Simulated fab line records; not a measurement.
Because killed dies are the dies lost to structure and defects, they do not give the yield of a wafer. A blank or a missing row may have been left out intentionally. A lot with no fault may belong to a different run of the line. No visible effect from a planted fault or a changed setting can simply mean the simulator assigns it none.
Matching of chambers ; flow rit-cmos ; rie-diel-04 running RIT_SPACER_ETCHBACK_05: 4 sister chambers
The step etches Si3N4 in SF6/CHF3, stops on SiO2, target depth 250 nm, time 240 s. 4 wafers are shown with their chamber, then 8 later ones without.

## WAFERS, EACH WITH ITS CHAMBER
wafer;chamber;throttle-valve-pct (%)
L902.3;2;10.35
L906.1;0;10.35
L906.6;3;10.23
L907.3;1;10.38

## WAFERS WITHOUT THEIR CHAMBER
wafer;throttle-valve-pct (%)
L907.5;10.20
L907.6;10.36
L910.1;10.40
L910.2;10.35
L910.5;10.35
L917.4;10.35
L917.5;10.34
L917.6;10.37

## CHAMBER TAKEN BY EACH
wafer;from the rows above;in truth
L907.5;3;3
L907.6;can't be placed: 0 or 2 or 1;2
L910.1;1;1
L910.2;can't be placed: 0 or 2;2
L910.5;can't be placed: 0 or 2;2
L917.4;can't be placed: 0 or 2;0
L917.5;can't be placed: 0 or 2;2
L917.6;can't be placed: 1 or 0 or 2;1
Placed correctly: 2 of 8. Unplaceable from these rows: 6, with the true chamber sitting among the candidates in 6. Wrongly placed: 0.
How it was worked out, from the rows above alone: a wafer's distance from a chamber is the root of the sum, over the readings, of the square of ((its reading less the chamber's mean) divided by the reading's scatter). If the next closest chamber is less than 2 further off than the closest, the wafer can't be placed; otherwise it belongs to the closest. For every chamber, the mean is computed from those of its wafers that are shown. The scatter: with one shown wafer a chamber, the root of the mean of the squares of how far each hidden wafer lies from its nearest shown one.
